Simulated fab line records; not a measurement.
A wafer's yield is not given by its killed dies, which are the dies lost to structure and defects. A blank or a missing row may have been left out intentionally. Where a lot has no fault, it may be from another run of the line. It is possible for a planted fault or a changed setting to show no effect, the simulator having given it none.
Problem report, 8D (eight disciplines) form, completed by code :: flow rit cmos :: the parts of the form that need people (team, actions taken, sign-off) are left out

1. WHAT WENT WRONG
Wafers without a fault read 628.1 s, standard deviation 2.9; run length s at RIT_REOX_CLEAN_00 reads a mean of 303.1 s on 6 wafers belonging to 2 lots. That is -99 or more standard deviations from the usual mean.
The step: cleans in SC1, time 600 s.
Earliest sighting: wafer L755.3 on wet bench-03 at day 6 03:23. The record holds 42 wafers of 14 lots with a number at this step. By rule, "out" or "out of limits" means more than 4 standard deviations away from the usual mean. The rest of the wafers with a number are treated as sound.

2. WHAT THIS IS AND IS NOT
question: which readings at this step
is: run length s
is not: -

question: which lots
is: L755, L758
is not: L740, L741, L742, L743, L744, L746, L747, L748, L751, L756, L760, L761

question: which wafers of those lots
is: all that have a number
is not: -

question: read on which tools
is: wet bench-03
is not: wet bench-02, wet bench-04

question: when
is: from day 6 03:23
is not: up to then (27 sound wafers); but 9 sound wafers of L756, L760, L761 came after

3. WHAT RULES OUT EACH SUSPECT
Counting: a tool at a process step up to the reading stays a suspect if it ran every lot that is out and no sound lot after the first of them.
- wet bench-03 at RIT_REOX_CLEAN_00 (cleans in SC1, time 600 s): kept. All lots that are out passed through it, beginning with L755 at day 6 03:23, and no sound lot followed; its final sound lot before that point was L746 at day 3 20:34. Its own run length s readings are out on those wafers.
Remaining after the count: wet bench-03 at RIT_REOX_CLEAN_00.

4. THE CAUSE (what the simulator had put in)
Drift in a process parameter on wet bench-03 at RIT_REOX_CLEAN_00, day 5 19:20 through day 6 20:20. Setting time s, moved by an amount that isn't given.
The count eliminated every tool but this one.

5. SEQUENCE OF EFFECTS, ordered by route
Each row: a reading where the mean over the struck wafers with a number is more than 3 standard deviations away from the usual. Scope: only readings with a usual standard deviation given in the record; hours: median across lots of the time from each lot's start at the first step in this table that gives one to its start at this step; sigmas: change in usual standard deviations.
hours: 0
step: RIT_REOX_CLEAN_00
reading: run length s
usual: 628.1 s
on struck wafers: 303.1
change: -325.1
sigmas: -99 or more
Process steps it contains:
- RIT_REOX_CLEAN_00: cleans in SC1, time 600 s.
At these later measuring or inspecting steps, every struck wafer for which the step has a row has a number for every such reading, and none has moved that far: RIT_NLDD_OVL_MEAS_06.

6. HOW IT WOULD HAVE BEEN CAUGHT EARLIER
In this record the first reading out of limits was taken at day 6 03:23, 8 hours after the fault began at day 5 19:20.
